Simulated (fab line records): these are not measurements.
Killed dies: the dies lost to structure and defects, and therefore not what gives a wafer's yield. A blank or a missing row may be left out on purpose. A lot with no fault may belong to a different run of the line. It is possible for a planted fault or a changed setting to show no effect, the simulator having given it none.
What tool caused it? ; flow rit cmos ; 15 lots with 45 wafers sampled at 4 steps, on a route of 202 steps

## WHAT THE GAUGES READ, wafer by wafer
RIT_ACTIVE_BOW_MEAS_00. Usual: INCOMING_BOW gives 0 um (standard deviation 6.3).
lot;measured;on;INCOMING_BOW (um);flag
L457;day 1 10:00;film metro-02;-3 1 -11;
L458;day 1 15:01;film metro-02;0 2 -8;
L459;day 1 20:00;film metro-02;4 4 1;
L460;day 2 01:00;film metro-02;-8 6 7;
L461;day 2 06:00;film metro-01;-3 10 -2;
L462;day 2 11:00;film metro-01;9 2 -6;
L463;day 2 16:01;film metro-04;2 0 -2;
L465;day 3 02:02;film metro-04;4 5 -5;
L469;day 3 22:00;film metro-02;0 -5 4;
L471;day 4 08:02;film metro-02;2 -13 1;
L472;day 4 13:02;film metro-04;-1 -2 3;
L473;day 4 18:01;film metro-02;-5 4 11;
L474;day 4 23:02;film metro-04;-2 -1 0;
L477;day 5 14:00;film metro-02;-5 5 0;
L479;day 6 00:00;film metro-02;4 -5 3;

RIT_GATE_CD_MEAS_16: the cd target is 150 nm. Usual: cd nm reads 150.3 nm (standard deviation 3).
lot;measured;on;cd nm (nm);flag
L457;day 2 16:04;cd sem-01;150.1 149.0 150.4;
L458;day 2 21:44;cd sem-02;156.6 155.7 155.4;
L459;day 3 00:31;cd sem-02;154.9 152.7 153.1;
L460;day 3 12:02;cd sem-02;149.5 151.5 151.1;
L461;day 3 16:02;cd sem-02;152.6 151.2 148.9;
L462;day 3 21:01;cd sem-02;146.8 146.5 147.3;
L463;day 3 23:50;cd sem-01;150.0 148.8 147.2;
L465;day 4 10:34;cd sem-02;151.6 150.9 149.9;
L469;day 5 05:04;cd sem-01;148.1 150.4 149.5;
L471;day 5 11:34;cd sem-02;149.4 146.3 149.1;
L472;day 5 20:17;cd sem-02;152.5 150.1 151.6;
L473;day 6 00:15;cd sem-02;148.3 150.3 148.2;
L474;day 6 06:45;cd sem-01;290.2 290.7 288.5;OFF
L477;day 6 21:13;cd sem-02;262.2 259.9 262.5;OFF
L479;day 7 10:36;cd sem-01;230.4 228.4 229.5;OFF

## EACH LOT AND THE TOOL THAT RAN IT (in order: tool; ch and the chambers of the sampled wafers; start)
lot;RIT_ACTIVE_STRIP_14;RIT_GATE_EXPOSE_13
L457;plasma asher-03 ch 1, day 1 16:23;iline stepper-01 ch 0, day 2 15:40
L458;plasma asher-01 ch 0,1, day 1 19:58;iline stepper-02 ch 0, day 2 21:14
L459;plasma asher-03 ch 1, day 2 01:40;iline stepper-01 ch 0, day 3 00:07
L460;plasma asher-03 ch 0,1, day 2 06:22;iline stepper-02 ch 0, day 3 11:35
L461;plasma asher-03 ch 0, day 2 13:00;iline stepper-02 ch 0, day 3 15:37
L462;plasma asher-04 ch 0,1, day 2 16:09;iline stepper-02 ch 0, day 3 20:37
L463;plasma asher-04 ch 0,1, day 2 21:14;iline stepper-02 ch 0, day 3 23:25
L465;plasma asher-03 ch 0,1, day 3 07:31;iline stepper-01 ch 0, day 4 10:10
L469;plasma asher-01 ch 0,1, day 4 03:23;iline stepper-01 ch 0, day 5 04:40
L471;plasma asher-01 ch 0,1, day 4 13:18;iline stepper-02 ch 0, day 5 11:10
L472;plasma asher-03 ch 0,1, day 4 18:13;iline stepper-01 ch 0, day 5 19:53
L473;plasma asher-03 ch 0,1, day 4 23:49;iline stepper-01 ch 0, day 5 23:51
L474;plasma asher-03 ch 0,1, day 5 04:25;iline stepper-01 ch 0, day 6 06:21
L477;plasma asher-04 ch 0, day 5 19:55;iline stepper-01 ch 0, day 6 20:49
L479;plasma asher-04 ch 0,1, day 6 05:44;iline stepper-01 ch 0, day 7 10:12
- RIT_ACTIVE_STRIP_14: strips in O2, time 180 s.
- RIT_GATE_EXPOSE_13: exposes mask M6, target cd 150 nm.

## WHAT THE TOOLS THEMSELVES READ (means of the sampled wafers that have a number; where no wafer has one, the mark that the record gives instead)
RIT_ACTIVE_STRIP_14. Usual: drypump motor current A 5.6 A, standard deviation 0.34; rf refl power W 7.7 W, standard deviation 1.1.
lot;tool;drypump motor current A (A);rf refl power W (W);flag
L457;plasma asher-03;5.2;8.2;
L458;plasma asher-01;6.0;7.3;
L459;plasma asher-03;5.2;8.3;
L460;plasma asher-03;5.4;7.4;
L461;plasma asher-03;5.5;6.8;
L462;plasma asher-04;5.7;9.2;
L463;plasma asher-04;5.7;9.1;
L465;plasma asher-03;5.3;7.7;
L469;plasma asher-01;6.0;7.3;
L471;plasma asher-01;5.7;6.8;
L472;plasma asher-03;5.3;7.8;
L473;plasma asher-03;5.4;7.3;
L474;plasma asher-03;5.3;7.8;
L477;plasma asher-04;5.5;8.4;
L479;plasma asher-04;5.6;9.0;

RIT_GATE_EXPOSE_13. Usual: exposure dose mJ cm2 reads 379.8 (standard deviation 0.34).
lot;tool;exposure dose mJ cm2;flag
L457;iline stepper-01;379.7;
L458;iline stepper-02;380.0;
L459;iline stepper-01;380.3;
L460;iline stepper-02;379.4;
L461;iline stepper-02;380.2;
L462;iline stepper-02;380.2;
L463;iline stepper-02;379.6;
L465;iline stepper-01;379.9;
L469;iline stepper-01;379.7;
L471;iline stepper-02;379.8;
L472;iline stepper-01;379.7;
L473;iline stepper-01;379.8;
L474;iline stepper-01;289.1;OFF
L477;iline stepper-01;306.7;OFF
L479;iline stepper-01;321.3;OFF

## THE ANSWER, worked out from the rows above alone
Rule: a lot is off if the mean of its wafers that have a number lies more than 3 standard deviations from the usual mean. Also off: a lot with no number at a reading for which 4 or more lots have one. The other lots that the step has rows for count as sound. The gauges are gone through in route order, then the tools' own readings, and for those a lot's mean is taken as printed above. At the first step where some lot is off, the reading lying furthest off is the one used; lots without a number count as furthest.
Off: L474, L477, L479, at RIT_GATE_CD_MEAS_16 (cd nm).
A tool fits if, at a process step before that reading, it ran every lot that is off, and no sound lot after the first of them. The gauges at RIT_GATE_CD_MEAS_16 aren't tried: what is off there is off at RIT_GATE_EXPOSE_13 too, on other tools, and a gauge's error can't cause that. One fits: RIT_GATE_EXPOSE_13 on iline stepper-01. A fault onset in the window from L473 (day 5 23:51, its last sound lot) to L474 (day 6 06:21, its first lot off) fits.
On the lots that are off, the tool's own readings at RIT_GATE_EXPOSE_13 differ by more than 5 times the standard deviation of the sound lots' means, which bears it out; exposure dose mJ cm2 reads 305.7 there versus 379.9 on the sound lots.

## WHAT HAD BEEN PUT IN BY THE SIMULATOR
Process parameters drifting: iline stepper-01 at RIT_GATE_EXPOSE_13, beginning at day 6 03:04. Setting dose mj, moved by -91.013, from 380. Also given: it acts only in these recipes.
Shown lots that were struck: L474, L477, L479. The rule above found the same.
